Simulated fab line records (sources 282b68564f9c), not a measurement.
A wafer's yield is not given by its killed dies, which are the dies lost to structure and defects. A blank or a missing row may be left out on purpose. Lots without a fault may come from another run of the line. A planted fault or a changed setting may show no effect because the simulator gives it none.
Split-lot trial	flow rit_cmos	23 wafers read from 5 lots, route of 202 steps

== THE SPLIT ITSELF ==
At RIT_GATE_OXIDATION_05 (target thk 3 nm, ox time 270 s), the setting ox_time_s was moved away from the recipe's 270 s on 15 of the 23 wafers read, by -13.7% to +6.4%. This setting was run at the recipe's value on the other wafers.

== FROM THE SPLIT ON TO THE READING: in between, the file shows 1 step ==
- RIT_GATE_ANNEAL_06: time 600 s

== THE READING ==
GATE_OXIDE_THK, in nm, at RIT_GATE_THK_MEAS_07. Fault-free wafers of this fab line usually give 3.02 nm, standard deviation 0.065 nm.

wafer	tool, chamber at the split	ox_time_s as run, s	against the recipe	GATE_OXIDE_THK, nm	against lot-mates on the recipe
L075.2	furnace-04, 0	270	recipe	3.03	-
L075.3	furnace-04, 0	270	recipe	3.04	-
L075.5	furnace-04, 0	270	recipe	3.11	-
L077.1	-, -	236.2	-12.5%	2.63	no lot-mate on the recipe
L077.2	-, -	236.2	-12.5%	2.71	no lot-mate on the recipe
L077.3	-, -	236.2	-12.5%	2.68	no lot-mate on the recipe
L077.4	-, -	236.2	-12.5%	2.71	no lot-mate on the recipe
L077.6	-, -	236.2	-12.5%	2.73	no lot-mate on the recipe
L080.1	-, -	270	recipe	2.95	-
L080.2	-, -	270	recipe	2.95	-
L080.3	-, -	270	recipe	3.03	-
L080.4	-, -	270	recipe	3.03	-
L080.5	-, -	270	recipe	3.06	-
L083.1	-, -	232.9	-13.7%	2.85	no lot-mate on the recipe
L083.2	-, -	232.9	-13.7%	2.78	no lot-mate on the recipe
L083.4	-, -	232.9	-13.7%	2.77	no lot-mate on the recipe
L083.5	-, -	232.9	-13.7%	2.82	no lot-mate on the recipe
L083.6	-, -	232.9	-13.7%	2.69	no lot-mate on the recipe
L084.1	-, -	287.3	+6.4%	3.22	no lot-mate on the recipe
L084.2	-, -	287.3	+6.4%	3.26	no lot-mate on the recipe
L084.4	-, -	287.3	+6.4%	3.23	no lot-mate on the recipe
L084.5	-, -	287.3	+6.4%	3.23	no lot-mate on the recipe
L084.6	-, -	287.3	+6.4%	3.17	no lot-mate on the recipe

FIT RESULTS
A straight line over all 23 wafers: GATE_OXIDE_THK changes by +0.0237 nm for each +1% of ox_time_s; r = +0.95; the points scatter about the line by 0.064 nm.
Too few moved wafers have a lot-mate on the recipe to fit a line with each lot's own level taken away.

== THE WHOLE CHAIN: every reading that the file lists as answering this split, in the file's order ==
step	what it does	reading	change (the file's fit)	r (the file's)
RIT_GATE_OXIDATION_05	target thk 3 nm, ox time 270 s	SiO2_of_GATE_OXIDATION_05.thk_nm (the simulator's own value, which no gauge read)	+0.0239 nm for each +1% of the setting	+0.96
RIT_GATE_THK_MEAS_07		GATE_OXIDE_THK	+0.0239 for each +1% of the setting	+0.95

== FILE'S OWN FIT ==
GATE_OXIDE_THK changes by +0.0239 nm for each +1% of ox_time_s, r = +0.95.
